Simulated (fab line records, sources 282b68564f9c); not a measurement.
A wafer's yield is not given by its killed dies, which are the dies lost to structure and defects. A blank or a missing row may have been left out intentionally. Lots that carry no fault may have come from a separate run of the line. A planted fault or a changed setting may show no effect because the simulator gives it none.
The tool behind it: which one? || flow rit_cmos || 14 lots with 42 wafers sampled at 2 steps, on a route of 202 steps

## WHAT EACH GAUGE READ, for each wafer
No reading from a measuring or inspecting step in the record can be judged against a usual standard deviation.

## WHAT TOOL EACH LOT RAN ON (gives the tool, then ch and the chambers of the sampled wafers, and finally the start)
{"lot": "L875", "RIT_SILICIDE_RTA_04": "rtp_anneal-01 ch 0, day 3 03:37", "RIT_M1_PROBE_99": "-"}
{"lot": "L876", "RIT_SILICIDE_RTA_04": "rtp_anneal-02 ch 0, day 3 08:02", "RIT_M1_PROBE_99": "-"}
{"lot": "L880", "RIT_SILICIDE_RTA_04": "rtp_anneal-02 ch 0, day 4 04:46", "RIT_M1_PROBE_99": "-"}
{"lot": "L881", "RIT_SILICIDE_RTA_04": "rtp_anneal-01 ch 0, day 4 08:31", "RIT_M1_PROBE_99": "-"}
{"lot": "L883", "RIT_SILICIDE_RTA_04": "rtp_anneal-01 ch 0, day 4 19:40", "RIT_M1_PROBE_99": "-"}
{"lot": "L884", "RIT_SILICIDE_RTA_04": "rtp_anneal-02 ch 0, day 5 02:28", "RIT_M1_PROBE_99": "-"}
{"lot": "L886", "RIT_SILICIDE_RTA_04": "rtp_anneal-02 ch 0, day 5 10:14", "RIT_M1_PROBE_99": "-"}
{"lot": "L890", "RIT_SILICIDE_RTA_04": "rtp_anneal-02 ch 0, day 6 06:01", "RIT_M1_PROBE_99": "-"}
{"lot": "L889", "RIT_SILICIDE_RTA_04": "rtp_anneal-02 ch 0, day 6 06:28", "RIT_M1_PROBE_99": "-"}
{"lot": "L892", "RIT_SILICIDE_RTA_04": "rtp_anneal-02 ch 0, day 6 18:34", "RIT_M1_PROBE_99": "-"}
{"lot": "L895", "RIT_SILICIDE_RTA_04": "rtp_anneal-01 ch 0, day 7 05:26", "RIT_M1_PROBE_99": "prober-02, day 7 12:07"}
{"lot": "L896", "RIT_SILICIDE_RTA_04": "rtp_anneal-02 ch 0, day 7 12:56", "RIT_M1_PROBE_99": "-"}
{"lot": "L897", "RIT_SILICIDE_RTA_04": "rtp_anneal-01 ch 0, day 7 17:23", "RIT_M1_PROBE_99": "-"}
{"lot": "L898", "RIT_SILICIDE_RTA_04": "rtp_anneal-02 ch 0, day 7 21:53", "RIT_M1_PROBE_99": "-"}
- RIT_SILICIDE_RTA_04: time 10 s, ramp up 5 s, ramp down 5 s.
- RIT_M1_PROBE_99

## AS READ BY THE TOOLS THEMSELVES (means over the sampled wafers that have a number; for cases with no such wafer, the mark the record gives instead)
RIT_SILICIDE_RTA_04. Usual: wafer_temp_C_max at 652.5, with a standard deviation of 0.71.
{"lot": "L875", "tool": "rtp_anneal-01", "wafer_temp_C_max": 653.0, "flag": ""}
{"lot": "L876", "tool": "rtp_anneal-02", "wafer_temp_C_max": 651.8, "flag": ""}
{"lot": "L880", "tool": "rtp_anneal-02", "wafer_temp_C_max": 651.7, "flag": ""}
{"lot": "L881", "tool": "rtp_anneal-01", "wafer_temp_C_max": 657.6, "flag": "OFF"}
{"lot": "L883", "tool": "rtp_anneal-01", "wafer_temp_C_max": 656.8, "flag": "OFF"}
{"lot": "L884", "tool": "rtp_anneal-02", "wafer_temp_C_max": 652.1, "flag": ""}
{"lot": "L886", "tool": "rtp_anneal-02", "wafer_temp_C_max": 652.3, "flag": ""}
{"lot": "L890", "tool": "rtp_anneal-02", "wafer_temp_C_max": 651.8, "flag": ""}
{"lot": "L889", "tool": "rtp_anneal-02", "wafer_temp_C_max": 651.8, "flag": ""}
{"lot": "L892", "tool": "rtp_anneal-02", "wafer_temp_C_max": 652.6, "flag": ""}
{"lot": "L895", "tool": "rtp_anneal-01", "wafer_temp_C_max": 652.8, "flag": ""}
{"lot": "L896", "tool": "rtp_anneal-02", "wafer_temp_C_max": 652.0, "flag": ""}
{"lot": "L897", "tool": "rtp_anneal-01", "wafer_temp_C_max": 652.9, "flag": ""}
{"lot": "L898", "tool": "rtp_anneal-02", "wafer_temp_C_max": 652.6, "flag": ""}

RIT_M1_PROBE_99. Usual: killed_at_contacts 0.1, standard deviation 0.24; killed_at_front_end 6.8, standard deviation 2.8; killed_dies 6.9, standard deviation 2.8; killed_open 3.3, standard deviation 1.9; killed_short 3.5, standard deviation 1.8.
{"lot": "L895", "tool": "prober-02", "killed_at_contacts": 0.0, "killed_at_front_end": 4.3, "killed_dies": 4.3, "killed_open": 1.7, "killed_short": 2.7, "flag": ""}

## THE ANSWER, worked out from the rows above alone
Rule: lot off if the mean of its wafers having a number is beyond 3 standard deviations from the usual mean. A lot without any number at a reading at which 4 lots or more have one is off too. Where the step has rows for the other lots, those lots are counted as sound. After the gauges, taken in route order, come the tools' own readings; for these a lot's mean is taken, as printed above. At the first step where some lot is off, the reading lying furthest off is the one used; lots without a number count as furthest.
Off: L881, L883 (RIT_SILICIDE_RTA_04, wafer_temp_C_max).
If a tool, at that step or one of the process steps before it, ran each lot that is off and ran no sound lot following the first of them, it fits. Not one of the candidates tried fits.

## WHAT THE SIMULATOR PUT IN
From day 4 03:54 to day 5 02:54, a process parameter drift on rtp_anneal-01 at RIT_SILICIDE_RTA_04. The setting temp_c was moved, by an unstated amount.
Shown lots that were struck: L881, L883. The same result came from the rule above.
